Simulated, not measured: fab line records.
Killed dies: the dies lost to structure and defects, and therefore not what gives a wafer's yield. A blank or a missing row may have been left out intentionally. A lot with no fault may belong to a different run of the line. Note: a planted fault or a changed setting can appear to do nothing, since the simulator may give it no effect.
Which tool is to blame?    flow berkeley_cmos170    12 lots, 36 wafers sampled, at 5 steps of a route of 331

## WHAT EACH GAUGE READ, for each wafer
UCB170_PVT_OVL_MEAS_06.
lot   measured      on          PVT_OVL (nm)
L110  day 5 08:36   overlay-01  0 3 -2
L111  day 5 18:22   overlay-01  -10 -10 -9
L112  day 6 09:52   overlay-01  -6 4 0
L113  day 6 19:50   overlay-02  -4 -4 1
L114  day 6 20:07   overlay-01  1 -1 6
L115  day 6 20:23   overlay-02  14 14 10
L117  day 7 05:45   overlay-02  -5 -2 0
L116  day 7 05:47   overlay-02  -2 3 -7
L123  day 8 18:40   overlay-01  -11 1 -8
L133  day 10 06:06  overlay-01  -5 2 3
L131  day 10 06:22  overlay-01  -16 -8 -11
L132  day 10 06:55  overlay-01  -2 2 -4

UCB170_PVT_TW_MEAS_09.
lot   measured      on             PVT_TW
L110  day 5 08:53   film_metro-01  508 507 512
L111  day 5 18:39   film_metro-03  509 508 510
L112  day 6 10:10   film_metro-03  510 509 513
L113  day 6 20:08   film_metro-03  509 511 509
L114  day 6 20:25   film_metro-04  515 514 513
L115  day 6 20:41   film_metro-01  512 510 509
L117  day 7 06:02   film_metro-01  515 513 513
L116  day 7 06:04   film_metro-03  511 509 510
L123  day 8 18:58   film_metro-04  512 515 517
L133  day 10 06:24  film_metro-04  516 517 518
L131  day 10 06:39  film_metro-01  513 512 510
L132  day 10 07:12  film_metro-01  512 513 512

UCB170_GATE_THK_MEAS_02.
lot   measured      on             GATE_OXIDE_THK (nm)
L110  day 5 13:10   film_metro-04  6.41 6.42 6.44
L111  day 6 00:32   film_metro-02  6.76 6.68 6.67
L112  day 6 15:03   film_metro-01  6.53 6.50 6.45
L113  day 7 04:46   film_metro-01  6.64 6.69 6.69
L114  day 7 04:46   film_metro-04  6.59 6.34 6.45
L115  day 7 04:49   film_metro-01  6.75 6.73 6.75
L117  day 7 12:53   film_metro-01  7.43 6.73 6.61
L116  day 7 12:52   film_metro-04  6.79 7.08 7.67
L123  day 8 21:50   film_metro-01  6.48 6.45 6.45
L133  day 10 10:19  film_metro-02  6.42 6.50 6.66
L131  day 10 10:17  film_metro-04  6.44 6.48 6.52
L132  day 10 10:17  film_metro-01  6.77 6.71 6.70

UCB170_GATE_CD_MEAS_12: the cd target is 350 nm.
lot   measured      on         cd_nm (nm)
L110  day 5 20:23   cd_sem-02  348.2 347.8 348.5
L111  day 6 07:22   cd_sem-01  351.3 348.6 349.3
L112  day 6 22:10   cd_sem-01  350.4 349.9 349.7
L113  day 7 12:20   cd_sem-01  349.2 349.4 349.3
L114  day 7 12:29   cd_sem-02  347.5 348.0 349.5
L115  day 7 12:35   cd_sem-01  350.9 349.8 349.5
L117  day 7 21:15   cd_sem-02  349.3 349.9 350.7
L116  day 7 21:29   cd_sem-01  351.7 351.0 351.2
L123  day 9 04:44   cd_sem-02  350.9 351.4 352.5
L133  day 10 18:06  cd_sem-02  351.1 351.3 352.0
L131  day 10 18:17  cd_sem-02  352.0 351.5 349.9
L132  day 10 18:34  cd_sem-01  350.5 351.1 350.6

## WHICH TOOL RAN EACH LOT (tool, then ch and the chambers of the sampled wafers, then the start)
lot   UCB170_GATE_OXIDATION_01
L110  furnace-01 ch 0, day 5 11:40
L111  furnace-03 ch 0, day 5 23:02
L112  furnace-01 ch 0, day 6 13:31
L113  furnace-02 ch 0, day 7 03:16
L114  furnace-02 ch 0, day 7 03:16
L115  furnace-02 ch 0, day 7 03:16
L117  furnace-02 ch 0, day 7 11:22
L116  furnace-02 ch 0, day 7 11:22
L123  furnace-03 ch 0, day 8 20:20
L133  furnace-01 ch 0, day 10 08:47
L131  furnace-01 ch 0, day 10 08:47
L132  furnace-01 ch 0, day 10 08:47
- UCB170_GATE_OXIDATION_01: target thk 6.6 nm, ox time 1800 s.

## AS READ BY THE TOOLS THEMSELVES (means over the sampled wafers that have a number; for cases with no such wafer, the mark the record gives instead)
UCB170_GATE_OXIDATION_01.
lot   tool        spike_tc_centre_C (C)  zone_power_centre_pct (%)  zone_power_source_pct (%)
L110  furnace-01  852.3                  39.4                       21.9
L111  furnace-03  852.2                  39.2                       23.7
L112  furnace-01  853.3                  39.8                       22.0
L113  furnace-02  851.5                  34.8                       21.8
L114  furnace-02  852.1                  34.4                       21.6
L115  furnace-02  852.3                  34.7                       21.7
L117  furnace-02  880.3                  44.0                       20.0
L116  furnace-02  879.6                  44.5                       20.2
L123  furnace-03  852.7                  39.3                       23.7
L133  furnace-01  853.5                  39.3                       22.2
L131  furnace-01  853.0                  39.5                       22.1
L132  furnace-01  853.4                  39.7                       22.0

## THE ANSWER, worked out from the rows above alone
Rule: the lots themselves supply what counts as usual. Put in order of their means at a reading, lots are off if they are a third of the lots or fewer, leave a main group of 4 or more, and stand apart from it by a gap of 3 or more times the standard deviation of the main group's means; of several such gaps the widest counts. Not used: any main group whose means are identical at the precision the tables above print for the reading. A lot without any number at a reading at which 4 lots or more have one is off too. Where the step has rows for the other lots, those lots are counted as sound. The gauges are gone through in route order, then the tools' own readings, and for those a lot's mean is taken as printed above. The first step at which some lot is off is used, and at that step the reading that is off furthest; a lot without a number counts as furthest.
Off, at UCB170_GATE_OXIDATION_01 on spike_tc_centre_C: L117, L116. Main group: mean 852.6 C, sd 0.62.
If a tool, at that step or one of the process steps before it, ran each lot that is off and ran no sound lot following the first of them, it fits. One candidate fits, namely furnace-02 at UCB170_GATE_OXIDATION_01. A fault onset in the window from L113 (day 7 03:16, its last sound lot) to L116 (day 7 11:22, its first lot off) fits.
The tool's own readings at UCB170_GATE_OXIDATION_01 bear it out: on the lots that are off they differ by more than 5 times the standard deviation of the sound lots' means. spike_tc_centre_C reads 880.0 C there against 852.6 C on the sound lots.

## WHAT THE SIMULATOR HAD INSERTED
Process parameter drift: furnace-02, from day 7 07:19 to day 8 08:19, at UCB170_GATE_OXIDATION_01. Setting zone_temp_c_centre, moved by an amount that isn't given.
Shown lots that were struck: L117, L116. The rule given above showed the same thing.
